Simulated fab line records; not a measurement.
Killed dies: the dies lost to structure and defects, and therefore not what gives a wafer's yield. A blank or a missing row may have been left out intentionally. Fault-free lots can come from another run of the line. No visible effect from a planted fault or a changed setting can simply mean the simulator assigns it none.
2 desks looking at one fault | flow berkeley_cmos170 | each desk has only its own numbers; what lay behind them comes last

## THE METROLOGY DESK
What the gauges read, lot by lot, whatever tool the lot ran on: means of the sampled wafers that have a number. Any lot whose mean is over 4 standard deviations away from the usual mean is out of limits and marked OUT; that distance is given in the brackets.
Columns: A = PWELL_OXIDE_THK at UCB170_PWELL_THK_MEAS_03, usual 26.2 nm; B = PWELL_OVL at UCB170_PWELL_OVL_MEAS_13, usual -2 nm; C = GATE_POLY_THK at UCB170_GATE_THK_MEAS_05, usual 213.4 nm; D = cd_nm at UCB170_PLDD_CD_MEAS_06, usual 1199.5 nm
lot  | first seen here | A    | B   | C               | D
L853 | day 3 03:11     | 26.0 | -7  | 211.3           | 1198.4
L854 | day 3 03:12     | 26.7 | 1   | 216.3           | 1199.5
L852 | day 3 03:14     | 25.7 | -6  | 211.3           | 1197.9
L855 | day 3 17:14     | 25.5 | -2  | 214.1           | 1200.9
L856 | day 3 17:14     | 26.6 | -5  | 215.0           | 1200.4
L857 | day 3 23:06     | 25.8 | -12 | 160.0 (-25) OUT | 1200.8
L863 | day 5 10:52     | 26.6 | -3  | 217.2           | 1197.8
L864 | day 5 10:54     | 25.9 | 2   | 213.4           | 1200.9
L871 | day 7 03:02     | 26.0 | -3  | 214.3           | 1200.7
L872 | day 7 09:05     | 26.4 | -7  | 212.5           | 1198.6
L873 | day 7 09:05     | 26.1 | 9   | 213.5           | 1198.7
L874 | day 7 09:05     | 26.3 | 0   | 215.1           | 1200.6
L875 | day 8 02:55     | 26.1 | -5  | 208.8           | 1201.2
Per this desk, out of limits: L857; the first was L857, day 8 12:49 (GATE_POLY_THK at UCB170_GATE_THK_MEAS_05). L853, L854, L852, L855, L856, L863, L864, L871, L872, L873, L874, L875: within limits.

## FOR THE TOOL OWNER'S DESK: lpcvd-01
The tool's own readings at UCB170_GATE_CVD_04 (deposits poly-Si from SiH4, time 1440 s, target thk 214 nm): means of the sampled wafers that have a number, for each lot that ran on this tool. Any lot whose mean is over 4 standard deviations away from the usual mean is out of limits and marked OUT; that distance is given in the brackets.
Columns: A = spike_tc_centre_C at UCB170_GATE_CVD_04, usual 612.8 C; B = spike_tc_load_C at UCB170_GATE_CVD_04, usual 630.1 C; C = susceptor_temp_C at UCB170_GATE_CVD_04, usual 610.02 C
lot  | first seen here | A                | B                | C
L855 | day 8 00:31     | 613.2            | 628.0            | 609.69
L856 | day 8 00:31     | 613.4            | 630.8            | 610.28
L857 | day 8 11:25     | 600.6 (-9.4) OUT | 616.5 (-9.1) OUT | 598.22 (-39) OUT
L871 | day 12 03:47    | 614.5            | 630.6            | 610.46
L872 | day 12 03:47    | 613.3            | 630.3            | 609.86
L873 | day 12 03:47    | 613.8            | 627.6            | 609.86
L874 | day 12 03:47    | 613.1            | 630.7            | 610.03
L875 | day 13 01:30    | 612.9            | 630.6            | 609.71
This desk's verdict: out of limits on L857, starting with L857 at day 8 11:25 (spike_tc_centre_C at UCB170_GATE_CVD_04). L855, L856, L871, L872, L873, L874, L875: within limits.

## BROUGHT TOGETHER
The tool owner's desk could have raised an alarm at day 8 11:25, on L857.
L857 would have let the metrology desk raise an alarm at day 8 12:49.
The lots listed all ran UCB170_GATE_CVD_04 on lpcvd-01.

## WHAT HAD BEEN PUT IN BY THE SIMULATOR
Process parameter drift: lpcvd-01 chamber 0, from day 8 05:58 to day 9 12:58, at UCB170_GATE_CVD_04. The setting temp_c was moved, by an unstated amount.
Shown lots that were struck: L857.
Hours from the fault's start to each desk's first reading out of limits: the tool owner's desk, 5; the metrology desk, 7.
